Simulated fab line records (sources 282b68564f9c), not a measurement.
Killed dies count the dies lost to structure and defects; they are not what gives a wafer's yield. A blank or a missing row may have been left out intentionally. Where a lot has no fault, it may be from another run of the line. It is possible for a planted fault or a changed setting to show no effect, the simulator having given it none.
fab line records    flow rit-cmos
record lots=14  wafers=42  last-day=7
route steps=202 shown PRETRO@65 M1@202
lots untouched by any fault: they come from a run of this same line in which no faults occurred
start-h: hours from the record's opening day to when the first of the lot's shown wafers began    wait-h: how many hours have passed since the lot's step before this one    " repeats the value in the row above    L1.1+2: one row covering several wafers at once    - no value, or no start was given    * or withheld: withheld    < > ~ a bound
route shown NAME@n: a module of which the file shows steps, and the number in the route of the first    usual: mean and standard deviation over wafers with no fault    same: alike in all rows    chamber/n: place in a boat    sites: the reading at each site    _std_site: standard deviation across them    _edge_site: outer sites' mean less inner sites'    radius-mm: for every site, how far away it sits from the centre of the wafer    mask NAME#n: copy n    behind: tool/chamber where the wafer was last shaped    hold: cause of the lot's hold/its duration in hours/its outcome    device: transistor that didn't switch, given as n, p or np    end of line: the tests these same wafers got at the end of their route    step lacking rows: just its recipe    killed: not the wafer's yield, but the dies lost to structure and defects at the first sort    map: the dies of a wafer, with x for killed, . for not killed, _ for no die there
set.NAME: the setting as run; set.NAME@STEP: as run at that earlier step    model.NAME: the simulator's own value behind a step, which no gauge read
a sample of lots followed through the steps of the route, with each step as a table and each wafer as a row
## steps
# step RIT_PRETRO_COAT_01
# recipe resist=NOVOLAK  spin-rpm=2000  resist-thk-nm=1300
# usual chill-plate-temp-C=22.99/0.11  resist-line-temp-C=23.01/0.11  spin-speed-rpm=2000.0/1.4
lot.wafer  tool            chamber  start-h  wait-h  chill-plate-temp-C  resist-line-temp-C  spin-speed-rpm
L490.3     litho-track-02  0        30.79    0.1     22.90               23.09               2001.5
L490.4     "               0        "        "       22.88               23.18               2000.0
L490.5     "               0        "        "       22.91               23.05               2001.8
L491.2     litho-track-01  0        35.92    0.1     23.02               23.05               2002.4
L491.3     "               0        "        "       22.99               23.01               1999.5
L491.4     "               0        "        "       23.00               23.09               2000.6
L492.2     litho-track-04  0        40.88    0.1     22.93               23.01               2001.4
L492.3     "               0        "        "       22.99               23.02               1999.5
L492.4     "               0        "        "       22.91               22.98               1999.5
L493.1     litho-track-04  0        45.73    0.1     23.10               23.03               2000.9
L493.2     "               0        "        "       23.02               22.78               2000.7
L493.5     "               0        "        "       22.91               22.93               2000.9
L494.1     litho-track-04  0        49.92    0.1     23.07               23.01               1999.1
L494.3     "               0        "        "       22.98               23.14               1998.1
L494.6     "               0        "        "       23.10               22.84               2000.0
L495.1     litho-track-04  0        56.28    0.1     22.91               23.01               2000.4
L495.3     "               0        "        "       23.03               23.11               1999.0
L495.6     "               0        "        "       22.94               23.19               1999.2
L496.1     litho-track-02  0        60.41    0.1     22.83               23.19               1999.5
L496.3     "               0        "        "       22.83               23.00               2000.8
L496.6     "               0        "        "       22.85               22.87               2000.0
L498.3     litho-track-01  0        70.72    0.1     22.95               22.67               2001.7
L498.4     "               0        "        "       23.20               22.76               1999.5
L498.6     "               0        "        "       22.85               22.75               2000.7
L499.3     litho-track-04  0        75.44    0.1     22.82               22.78               1999.8
L499.4     "               0        "        "       23.08               23.00               2001.6
L499.5     "               0        "        "       23.17               22.97               1998.5
L500.2     litho-track-01  0        79.55    0.1     23.00               22.99               1997.6
L500.4     "               0        "        "       22.91               23.12               1998.1
L500.5     "               0        "        "       23.00               22.88               1996.6
L502.1     litho-track-01  0        90.01    0.1     23.07               23.04               1858.7
L502.3     "               0        "        "       22.91               23.11               1859.2
L502.6     "               0        "        "       22.91               23.05               1857.3
L504.1     litho-track-01  0        99.76    0.1     23.12               22.99               1858.0
L504.2     "               0        "        "       23.02               22.92               1856.5
L504.3     "               0        "        "       23.01               22.87               1858.0
L509.3     litho-track-02  0        126.49   0.1     23.20               23.20               2000.3
L509.4     "               0        "        "       23.28               23.24               1999.8
L509.5     "               0        "        "       23.20               23.02               1999.0
L511.3     litho-track-02  0        136.01   0.1     23.19               23.14               2002.2
L511.5     "               0        "        "       22.90               23.19               2001.4
L511.6     "               0        "        "       23.14               23.15               2000.7
# step RIT_M1_PROBE_99
# usual killed_at_M0_to_M3=0.0/0.14  killed-at-contacts=0.0/0.16  killed-at-front-end=7/3  killed-dies=7/3  killed-open=3.5/2  killed-short=3.6/2.1
# same gross-dies=264  killed_at_M4_up=0  killed-at-back-side=0  killed-at-other=0
lot.wafer  tool       chamber  start-h  wait-h  killed_at_M0_to_M3  killed-at-contacts  killed-at-front-end  killed-dies  killed-open  killed-short
L498.3     prober-01  -        99.54    0.2     0                   0                   8                    8            3            5
L498.4     prober-01  -        99.59    0.2     0                   0                   6                    6            6            0
L498.6     prober-01  -        99.69    0.2     0                   0                   5                    5            2            3
L499.3     prober-02  -        104.23   0.2     0                   0                   2                    2            1            1
L499.4     prober-02  -        104.28   0.2     0                   0                   12                   12           6            6
L499.5     prober-02  -        104.33   0.2     0                   0                   5                    5            3            2
L500.2     prober-01  -        108.19   0.1     0                   0                   5                    5            3            2
L500.4     prober-01  -        108.29   0.2     0                   0                   12                   12           7            5
L500.5     prober-01  -        108.34   0.2     0                   0                   4                    4            2            2
# killed by level:class
L498.3 GATE:geometric-particle:short=4 FOX1:geometric-particle:open=1 GATE:geometric-particle:open=1 SPACER:geometric-particle:short=1 SPACER:geometric-particle:open=1
L498.4 GATE:geometric-particle:open=2 SILICIDE:geometric-particle:open=2 FOX1:geometric-particle:open=1 SPACER:geometric-particle:open=1
L498.6 GATE:geometric-particle:short=2 SPACER:geometric-particle:open=1 SILICIDE:geometric-particle:open=1 SILICIDE:geometric-particle:short=1
L499.3 GATE:geometric-particle:short=1 GATE:geometric-particle:open=1
L499.4 GATE:geometric-particle:short=3 REOX:geometric-particle:short=3 GATE:geometric-particle:open=2 SILICIDE:geometric-particle:open=2 FOX2:geometric-particle:open=1 SPACER:geometric-particle:open=1
L499.5 SPACER:geometric-particle:open=2 SILICIDE:geometric-particle:short=2 GATE:geometric-particle:open=1
L500.2 GATE:geometric-particle:short=2 GATE:geometric-particle:open=1 REOX:geometric-particle:open=1 SPACER:geometric-particle:open=1
L500.4 GATE:geometric-particle:open=4 GATE:geometric-particle:short=3 FOX1:geometric-particle:short=2 SILICIDE:geometric-particle:open=2 SPACER:geometric-particle:open=1
L500.5 GATE:geometric-particle:open=2 GATE:geometric-particle:short=1 SPACER:geometric-particle:short=1
## key
first-sign step=RIT_PRETRO_COAT_01  reading=spin-speed-rpm  direction=down  sigmas=99+  usual=2000.0  struck=1857.9
effect none on later readings
met-at RIT_PRETRO_COAT_01
struck-lots L502,L504
tester-left-out L502,L504
onset-between 79.55 90.01
fault kind=process-parameter-drift  tool=litho-track-01  chamber=-  onset-h=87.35  steps=RIT_PRETRO_COAT_01  channel=spin-rpm  offset=-141.1  shape=step  end-h=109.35  acts-in=these-recipes-only  stated=2000
# tester-left-out: of these lots the tester's yield and bins aren't shown, on N5 and GAA mostly nor the transistor test; their killed dies are dies lost to structure and defects alone, not to doping, threshold or leakage, so they don't give the yield
